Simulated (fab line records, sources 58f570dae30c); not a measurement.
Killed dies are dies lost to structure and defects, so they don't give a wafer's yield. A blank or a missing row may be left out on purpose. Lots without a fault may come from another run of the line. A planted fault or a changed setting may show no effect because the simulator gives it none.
Which tool did it? | flow berkeley_cmos170 | 14 lots, 42 wafers sampled, at 7 steps of a route of 331

WHAT THE GAUGES READ, wafer by wafer
UCB170_PLDD_TW_MEAS_11. Usual: PLDD_TW 1008, standard deviation 4.9.
lot  | measured    | on            | PLDD_TW        | flag
L479 | day 6 02:13 | film_metro-01 | 1010 1003 1012 |
L478 | day 6 02:29 | film_metro-03 | 1012 1016 1017 |
L481 | day 6 17:02 | film_metro-01 | 1008 1013 1018 |
L480 | day 6 17:21 | film_metro-04 | 1005 1005 1004 |
L482 | day 7 06:44 | film_metro-01 | 1004 1004 1007 |
L483 | day 7 07:08 | film_metro-03 | 1022 1016 1021 |
L484 | day 7 17:53 | film_metro-01 | 1005 1008 1007 |
L485 | day 8 08:34 | film_metro-04 | 1009 1008 1013 |
L486 | day 8 08:54 | film_metro-01 | 1011 1011 1012 |
L488 | day 8 16:53 | film_metro-01 | 1004 1011 1011 |
L491 | day 9 00:40 | film_metro-03 | 1015 1016 1013 |
L493 | day 9 09:52 | film_metro-04 | 1004 1005 999  |
L494 | day 9 19:04 | film_metro-04 | 1004 1003 999  |
L495 | day 9 19:11 | film_metro-01 | 1004 999 1000  |

UCB170_NSD_TW_MEAS_10. Usual: NSD_TW 4178, standard deviation 23.
lot  | measured     | on            | NSD_TW         | flag
L479 | day 6 11:41  | film_metro-04 | 4186 4179 4152 |
L478 | day 6 11:56  | film_metro-01 | 4156 4178 4170 |
L481 | day 7 04:31  | film_metro-04 | 4133 4137 4158 |
L480 | day 7 04:42  | film_metro-03 | 4232 4233 4212 |
L482 | day 7 17:10  | film_metro-04 | 4157 4168 4174 |
L483 | day 7 17:20  | film_metro-01 | 4195 4187 4199 |
L484 | day 8 06:28  | film_metro-04 | 4188 4170 4185 |
L485 | day 8 18:49  | film_metro-04 | 4183 4169 4142 |
L486 | day 8 19:08  | film_metro-03 | 4190 4185 4183 |
L488 | day 9 03:39  | film_metro-01 | 4155 4142 4145 |
L491 | day 9 12:50  | film_metro-04 | 4181 4180 4156 |
L493 | day 9 19:38  | film_metro-04 | 4019 4036 4043 | OFF
L494 | day 10 08:55 | film_metro-04 | 4155 4169 4163 |
L495 | day 10 09:11 | film_metro-01 | 4033 4043 4022 | OFF

UCB170_SDANNEAL_RS_MEAS_03: measures by four-point-probe. Usual: NSD_RS 37.27 ohm/sq, standard deviation 0.09.
lot  | measured     | on            | NSD_RS (ohm/sq)   | flag
L479 | day 6 13:13  | film_metro-04 | 37.24 37.27 37.27 |
L478 | day 6 15:50  | film_metro-03 | 37.45 37.37 37.34 |
L481 | day 7 05:53  | film_metro-01 | 37.15 37.11 37.21 |
L480 | day 7 06:07  | film_metro-04 | 37.30 37.20 37.27 |
L482 | day 7 18:22  | film_metro-03 | 37.27 37.33 37.35 |
L483 | day 7 18:32  | film_metro-04 | 37.16 37.21 37.30 |
L484 | day 8 07:46  | film_metro-04 | 37.29 37.18 37.25 |
L485 | day 8 20:13  | film_metro-03 | 37.25 37.20 37.26 |
L486 | day 8 20:25  | film_metro-04 | 37.15 37.16 37.16 |
L488 | day 9 05:02  | film_metro-04 | 37.21 37.17 37.26 |
L491 | day 9 14:17  | film_metro-04 | 37.11 37.23 37.31 |
L493 | day 9 21:40  | film_metro-01 | 43.58 43.85 43.59 | OFF
L494 | day 10 10:34 | film_metro-04 | 37.24 37.21 37.17 |
L495 | day 10 10:34 | film_metro-03 | 43.98 44.12 44.03 | OFF

UCB170_SILICIDE_THK_MEAS_03: measures by xrf. Usual: SILICIDE_TI_THK 30.1 nm, standard deviation 0.44.
lot  | measured     | on            | SILICIDE_TI_THK (nm) | flag
L479 | day 6 13:47  | film_metro-03 | 29.5 29.6 29.3       |
L478 | day 6 16:24  | film_metro-04 | 30.7 30.7 30.8       |
L481 | day 7 06:28  | film_metro-03 | 29.5 29.6 29.7       |
L480 | day 7 06:40  | film_metro-03 | 29.3 29.6 29.6       |
L482 | day 7 18:57  | film_metro-02 | 29.7 30.5 29.8       |
L483 | day 7 19:07  | film_metro-03 | 30.0 29.8 29.9       |
L484 | day 8 08:21  | film_metro-02 | 30.2 29.9 30.1       |
L485 | day 8 20:48  | film_metro-02 | 30.1 30.5 30.5       |
L486 | day 8 20:59  | film_metro-04 | 30.1 30.3 30.4       |
L488 | day 9 05:36  | film_metro-03 | 29.7 29.9 29.8       |
L491 | day 9 14:51  | film_metro-03 | 30.6 30.4 30.7       |
L493 | day 9 22:14  | film_metro-02 | 30.5 30.3 30.6       |
L494 | day 10 11:08 | film_metro-02 | 31.4 31.4 31.3       |
L495 | day 10 11:08 | film_metro-04 | 29.9 30.3 30.2       |

WHICH TOOL RAN EACH LOT (tool, then ch and the chambers of the sampled wafers, then the start)
lot  | UCB170_NSD_IMPLANT_08           | UCB170_NSD_STRIP_09                  | UCB170_BACKSIDE_STRIP_03
L479 | implanter-04 ch 0, day 6 11:28  | plasma_asher-03 ch 0,1, day 6 11:35  | plasma_asher-01 ch 0, day 6 12:22
L478 | implanter-02 ch 0, day 6 11:42  | plasma_asher-03 ch 0,1, day 6 11:49  | plasma_asher-03 ch 0, day 6 12:53
L481 | implanter-04 ch 0, day 7 04:16  | plasma_asher-04 ch 0,1, day 7 04:25  | plasma_asher-01 ch 0,1, day 7 05:20
L480 | implanter-02 ch 0, day 7 04:28  | plasma_asher-01 ch 0,1, day 7 04:35  | plasma_asher-03 ch 0,1, day 7 05:25
L482 | implanter-03 ch 0, day 7 16:55  | plasma_asher-03 ch 0,1, day 7 17:04  | plasma_asher-02 ch 0,1, day 7 17:51
L483 | implanter-02 ch 0, day 7 17:05  | plasma_asher-04 ch 0,1, day 7 17:14  | plasma_asher-03 ch 0, day 7 18:01
L484 | implanter-04 ch 0, day 8 06:13  | plasma_asher-03 ch 0,1, day 8 06:22  | plasma_asher-02 ch 0,1, day 8 07:10
L485 | implanter-04 ch 0, day 8 18:34  | plasma_asher-03 ch 0,1, day 8 18:43  | plasma_asher-03 ch 0, day 8 19:32
L486 | implanter-04 ch 0, day 8 18:53  | plasma_asher-01 ch 0,1, day 8 19:02  | plasma_asher-01 ch 0,1, day 8 19:53
L488 | implanter-02 ch 0, day 9 03:24  | plasma_asher-01 ch 0,1, day 9 03:33  | plasma_asher-01 ch 0,1, day 9 04:29
L491 | implanter-02 ch 0, day 9 12:37  | plasma_asher-03 ch 0,1, day 9 12:44  | plasma_asher-03 ch 0,1, day 9 13:46
L493 | implanter-02 ch 0, day 9 19:25  | plasma_asher-03 ch 0,1, day 9 19:32  | plasma_asher-03 ch 0,1, day 9 21:08
L494 | implanter-04 ch 0, day 10 08:40 | plasma_asher-01 ch 1, day 10 08:48   | plasma_asher-01 ch 1, day 10 09:35
L495 | implanter-02 ch 0, day 10 08:57 | plasma_asher-03 ch 0,1, day 10 09:04 | plasma_asher-02 ch 0,1, day 10 09:52
- UCB170_NSD_IMPLANT_08
- UCB170_NSD_STRIP_09: strips in O2.
- UCB170_BACKSIDE_STRIP_03: strips in O2.

WHAT THE TOOLS THEMSELVES READ (means of the sampled wafers that have a number; where no wafer has one, the mark that the record gives instead)
UCB170_NSD_IMPLANT_08. Usual: dose_ions_cm2 3e+15, standard deviation 3.4e+12; end_station_pressure_torr 1.26e-05 Torr, standard deviation 6.9e-07; faraday_current_uA 9266, standard deviation 180.
lot  | tool         | dose_ions_cm2 | end_station_pressure_torr (Torr) | faraday_current_uA | flag
L479 | implanter-04 | 3e+15         | 1.28e-05                         | 9218               |
L478 | implanter-02 | 3e+15         | 1.26e-05                         | 9184               |
L481 | implanter-04 | 3e+15         | 1.24e-05                         | 9410               |
L480 | implanter-02 | 3e+15         | 1.28e-05                         | 9477               |
L482 | implanter-03 | 3e+15         | 1.20e-05                         | 9251               |
L483 | implanter-02 | 3e+15         | 1.26e-05                         | 9187               |
L484 | implanter-04 | 3e+15         | 1.26e-05                         | 9205               |
L485 | implanter-04 | 3e+15         | 1.29e-05                         | 9120               |
L486 | implanter-04 | 3e+15         | 1.18e-05                         | 9237               |
L488 | implanter-02 | 3e+15         | 1.28e-05                         | 9291               |
L491 | implanter-02 | 3e+15         | 1.22e-05                         | 9185               |
L493 | implanter-02 | 2e+15         | 1.03e-05                         | 6794               | OFF
L494 | implanter-04 | 3e+15         | 1.27e-05                         | 9267               |
L495 | implanter-02 | 2e+15         | 1.03e-05                         | 6873               | OFF

UCB170_NSD_STRIP_09. Usual: drypump_motor_current_A 5.43 A, standard deviation 0.15; oes_product_au 0.534 a.u., standard deviation 0.0051; strip_time_to_endpoint_s 35.79 s, standard deviation 0.082.
lot  | tool            | drypump_motor_current_A (A) | oes_product_au (a.u.) | strip_time_to_endpoint_s (s) | flag
L479 | plasma_asher-03 | 5.54                        | 0.533                 | 35.72                        |
L478 | plasma_asher-03 | 5.58                        | 0.537                 | 35.77                        |
L481 | plasma_asher-04 | 5.42                        | 0.530                 | 35.90                        |
L480 | plasma_asher-01 | 5.29                        | 0.536                 | 35.81                        |
L482 | plasma_asher-03 | 5.60                        | 0.541                 | 35.75                        |
L483 | plasma_asher-04 | 5.43                        | 0.531                 | 35.71                        |
L484 | plasma_asher-03 | 5.59                        | 0.536                 | 35.73                        |
L485 | plasma_asher-03 | 5.61                        | 0.529                 | 35.76                        |
L486 | plasma_asher-01 | 5.29                        | 0.533                 | 35.75                        |
L488 | plasma_asher-01 | 5.28                        | 0.528                 | 35.79                        |
L491 | plasma_asher-03 | 5.60                        | 0.541                 | 35.83                        |
L493 | plasma_asher-03 | 5.54                        | 0.562                 | 33.07                        | OFF
L494 | plasma_asher-01 | 5.19                        | 0.531                 | 35.85                        |
L495 | plasma_asher-03 | 5.55                        | 0.561                 | 33.03                        | OFF

UCB170_BACKSIDE_STRIP_03. Usual: drypump_motor_current_A 5.7 A, standard deviation 0.42; oes_product_au 0.734 a.u., standard deviation 0.0046; strip_time_to_endpoint_s 21.96 s, standard deviation 0.066.
lot  | tool            | drypump_motor_current_A (A) | oes_product_au (a.u.) | strip_time_to_endpoint_s (s) | flag
L479 | plasma_asher-01 | 5.5                         | 0.732                 | 21.85                        |
L478 | plasma_asher-03 | 5.6                         | 0.733                 | 21.97                        |
L481 | plasma_asher-01 | 5.4                         | 0.735                 | 21.96                        |
L480 | plasma_asher-03 | 5.6                         | 0.737                 | 21.99                        |
L482 | plasma_asher-02 | 6.3                         | 0.736                 | 21.85                        |
L483 | plasma_asher-03 | 5.6                         | 0.732                 | 21.93                        |
L484 | plasma_asher-02 | 6.0                         | 0.737                 | 21.91                        |
L485 | plasma_asher-03 | 5.6                         | 0.734                 | 22.04                        |
L486 | plasma_asher-01 | 5.4                         | 0.736                 | 22.06                        |
L488 | plasma_asher-01 | 5.3                         | 0.733                 | 21.91                        |
L491 | plasma_asher-03 | 5.5                         | 0.736                 | 21.89                        |
L493 | plasma_asher-03 | 5.6                         | 0.733                 | 22.00                        |
L494 | plasma_asher-01 | 5.2                         | 0.735                 | 21.96                        |
L495 | plasma_asher-02 | 6.3                         | 0.734                 | 21.95                        |

THE ANSWER, worked out from the rows above alone
Rule: a lot is off if the mean of its wafers that have a number lies more than 3 standard deviations from the usual mean. A lot without any number at a reading at which 4 lots or more have one is off too. The other lots that the step has rows for count as sound. The gauges are gone through in route order, then the tools' own readings, and for those a lot's mean is taken as printed above. The first step at which some lot is off is used, and at that step the reading that is off furthest; a lot without a number counts as furthest.
Off: L493, L495, at UCB170_NSD_TW_MEAS_10 (NSD_TW).
A tool fits if, at a process step before that reading, it ran every lot that is off, and no sound lot after the first of them. The gauges at UCB170_NSD_TW_MEAS_10 aren't tried: what is off there is off at UCB170_NSD_IMPLANT_08 too, on other tools, and a gauge's error can't cause that. Can't be told from this: 2 tools fit, implanter-02 at UCB170_NSD_IMPLANT_08, plasma_asher-03 at UCB170_NSD_STRIP_09.

WHAT THE SIMULATOR HAD PUT IN
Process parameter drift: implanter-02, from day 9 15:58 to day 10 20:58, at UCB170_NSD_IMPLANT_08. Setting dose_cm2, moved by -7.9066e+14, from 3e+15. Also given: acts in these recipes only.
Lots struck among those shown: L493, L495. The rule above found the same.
